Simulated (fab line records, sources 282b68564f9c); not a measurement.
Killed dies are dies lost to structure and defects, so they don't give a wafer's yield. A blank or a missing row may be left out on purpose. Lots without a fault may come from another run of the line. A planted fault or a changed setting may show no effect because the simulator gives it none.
Problem report in the 8D (eight disciplines) form, filled by code | flow rit_cmos | the parts of the form that need people (team, actions taken, sign-off) are left out

1. THE PROBLEM
run_length_s at RIT_SDANNEAL_CLEAN_02 reads a mean of 662 s on 6 wafers of 2 lots; wafers without a fault read 628 s with a standard deviation of 3.6. That is +9.4 standard deviations from the usual mean.
The step: cleans in SC2, time 600 s.
First seen on wafer L407.4, day 7 12:25, on wet_bench-02. The record holds 42 wafers of 14 lots with a number at this step. Rule for "out", or "out of limits": more than 4 standard deviations from the usual mean. The other wafers with a number count as sound.

2. WHAT IT IS AND WHAT IT IS NOT
question                    | is                     | is not
which readings at this step | run_length_s           | -
which lots                  | L407, L409             | L388, L391, L392, L396, L397, L398, L399, L400, L401, L402, L404, L408
which wafers of those lots  | all that have a number | -
read on which tools         | wet_bench-02           | wet_bench-01, wet_bench-03
when                        | from day 7 12:25       | up to then (33 sound wafers); but 3 sound wafers of L408 came after

3. SUSPECTS, AND WHAT RULES EACH OUT
Counting: a tool at a process step up to the reading stays a suspect if it ran every lot that is out and no sound lot after the first of them.
- wet_bench-02 at RIT_SDANNEAL_CLEAN_02 (cleans in SC2, time 600 s): kept. It ran every lot that is out, first L407 (day 7 12:25), and no sound lot after that; its last sound lot up to then is L402 (day 6 11:34). Its own readings are out on those wafers: run_length_s.
Left after counting: wet_bench-02 at RIT_SDANNEAL_CLEAN_02.

4. THE CAUSE (what the simulator had put in)
Process parameter drift: wet_bench-02, from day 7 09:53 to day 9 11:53, at RIT_SDANNEAL_CLEAN_02. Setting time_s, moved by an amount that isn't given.
Counting left only this tool.

5. THE CHAIN OF EFFECTS, in route order
Each row: a reading whose mean over the struck wafers that have a number lies more than 3 standard deviations from the usual. Only readings for which the record gives a usual standard deviation are gone through. hours: the time from each lot's start at the first step in this table that gives one to its start at this step, as a median over the lots. sigmas: the change in usual standard deviations.
hours | step                  | reading      | usual | on struck wafers | change | sigmas
0     | RIT_SDANNEAL_CLEAN_02 | run_length_s | 628 s | 662              | +34    | +9.4
The process steps in it:
- RIT_SDANNEAL_CLEAN_02: cleans in SC2, time 600 s.

6. WHAT WOULD HAVE CAUGHT IT SOONER
In this record the first reading out of limits was taken at day 7 12:25, 3 hours after the fault began at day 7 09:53.
